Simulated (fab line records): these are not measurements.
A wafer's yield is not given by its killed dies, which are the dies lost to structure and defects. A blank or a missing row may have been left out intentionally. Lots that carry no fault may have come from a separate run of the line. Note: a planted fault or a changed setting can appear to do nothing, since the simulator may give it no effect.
Split-lot experiment ; flow rit cmos ; 5 lots, 23 wafers read, on a route of 202 steps

## ABOUT THE SPLIT
At RIT_ACTIVE_ETCH_13 (etches Si3N4 in SF6, stops on SiO2, time 210 s, target depth 210 nm), the setting time s was moved away from the recipe's 210 s on 7 of the 23 wafers read, by -4.9% to +11.7%. For the rest of the wafers, this setting stayed at what the recipe calls for.

## FROM THE SPLIT TO THE READING: what the file shows between them, 3 steps
- RIT_ACTIVE_STRIP_14: strips in O2, time 180 s
- RIT_ACTIVE_CD_MEAS_90: target cd 1400 nm
- RIT_FOX2_CLEAN_02: cleans in dHF, time 180 s (also split here: time s)

## THE READING
SiO2_of_ACTIVE_OXIDATION_01.thk nm (the simulator's own value, which no gauge read), in nm, at RIT_FOX2_WET_ETCH_03 (etches Si3N4 in H3PO4, target depth 195 nm, time 2700 s). No usual value for it is given in the file. Average 40.97 nm, standard deviation 0.6 nm, over the 16 wafers here run with the recipe.

wafer;tool, chamber at the split;time s as run, s;against the recipe;SiO2_of_ACTIVE_OXIDATION_01.thk nm, nm;against lot-mates on the recipe
L074.2;rie diel-02, 1;210;recipe;40.88;-
L074.3;rie diel-02, 3;210;recipe;40.64;-
L074.4;rie diel-02, 1;210;recipe;41.29;-
L074.5;rie diel-02, 3;210;recipe;40.03;-
L074.6;rie diel-02, 2;210;recipe;40.68;-
L078.1;rie diel-02, 1;210;recipe;41.16;-
L078.2;rie diel-02, 0;210;recipe;42.91;-
L078.3;rie diel-02, 2;210;recipe;40.8;-
L078.4;rie diel-02, 3;234.5;+11.7%;33.17;-8.45
L078.6;rie diel-02, 3;234.5;+11.7%;33.75;-7.87
L082.1;rie diel-04, 1;210;recipe;40.7;-
L082.4;rie diel-04, 2;210;recipe;40.76;-
L082.5;rie diel-04, 0;210;recipe;41.22;-
L083.1;rie diel-02, 0;199.7;-4.9%;42.94;+1.86
L083.2;rie diel-02, 1;210;recipe;41.46;-
L083.3;rie diel-02, 2;210;recipe;41.05;-
L083.4;rie diel-02, 3;210;recipe;40.72;-
L083.5;rie diel-02, 0;199.7;-4.9%;42.8;+1.72
L085.1;rie diel-03, 2;219.2;+4.4%;38.96;-1.63
L085.2;rie diel-03, 1;210;recipe;40.59;-
L085.3;rie diel-03, 0;210;recipe;40.6;-
L085.4;rie diel-03, 3;219.2;+4.4%;38.27;-2.32
L085.6;rie diel-03, 2;219.2;+4.4%;38.78;-1.81

THE FIT
A straight line over all 23 wafers: SiO2_of_ACTIVE_OXIDATION_01.thk nm changes by -0.585 nm for each +1% of time s; r = -0.96; the points scatter about the line by 0.65 nm.
The same after taking each lot's own level away (the mean of its wafers on the recipe; 23 wafers): -0.611 nm for each +1%; r = -0.96; scatter 0.72 nm.
According to that fit, moving time s by its largest amount changes the reading by 7.1 nm.
Measured against the standard deviation above, the lots' own levels, which go from 40.595 to 41.623 nm, span 1.7 times it.
Hence the lot-to-lot level has little effect on the slope; both slopes agree.
Check: for one of the wafers moved furthest among these (+11.7%), held out of the fit, the line's prediction against its lot-mates is -6.52 nm. Against them it came out at -8.45 nm.

## OTHER SPLITS ON THESE WAFERS
Before the reading, these wafers also passed through other splits. Each is held against what the fit with the lots' levels taken away leaves over:
other split on the same wafers;wafers away from the commonest value;r with SiO2_of_ACTIVE_OXIDATION_01.thk nm (lot level and that fit taken away)
RIT_ACTIVE_CVD_03 sih2cl2 flow sccm;18;-0.36
RIT_ACTIVE_DEVELOP_10 develop time s;7;+0.05
RIT_FOX2_CLEAN_02 time s;15;+0.17

## THE WHOLE CHAIN: every reading that the file lists as answering this split, in the file's order
step;what it does;reading;change (the file's fit);r (the file's)
RIT_ACTIVE_ETCH_13;etches Si3N4 in SF6, stops on SiO2, time 210 s, target depth 210 nm;NOVOLAK_of_ACTIVE_COAT_06.thk nm (the simulator's own value, which no gauge read);-2.89 nm for each +1% of the setting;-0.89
RIT_ACTIVE_ETCH_13;etches Si3N4 in SF6, stops on SiO2, time 210 s, target depth 210 nm;SiO2_of_ACTIVE_OXIDATION_01.thk nm (the simulator's own value, which no gauge read);-0.702 nm for each +1% of the setting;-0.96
RIT_ACTIVE_ETCH_13;etches Si3N4 in SF6, stops on SiO2, time 210 s, target depth 210 nm;ACTIVE.feature depth nm (the simulator's own value, which no gauge read);+0.695 nm for each +1% of the setting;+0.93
RIT_FOX2_WET_ETCH_03;etches Si3N4 in H3PO4, target depth 195 nm, time 2700 s;SiO2_of_ACTIVE_OXIDATION_01.thk nm (the simulator's own value, which no gauge read);-0.627 nm for each +1% of the setting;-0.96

## FILE'S OWN FIT
SiO2_of_ACTIVE_OXIDATION_01.thk nm changes by -0.627 nm for each +1% of time s, r = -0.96.
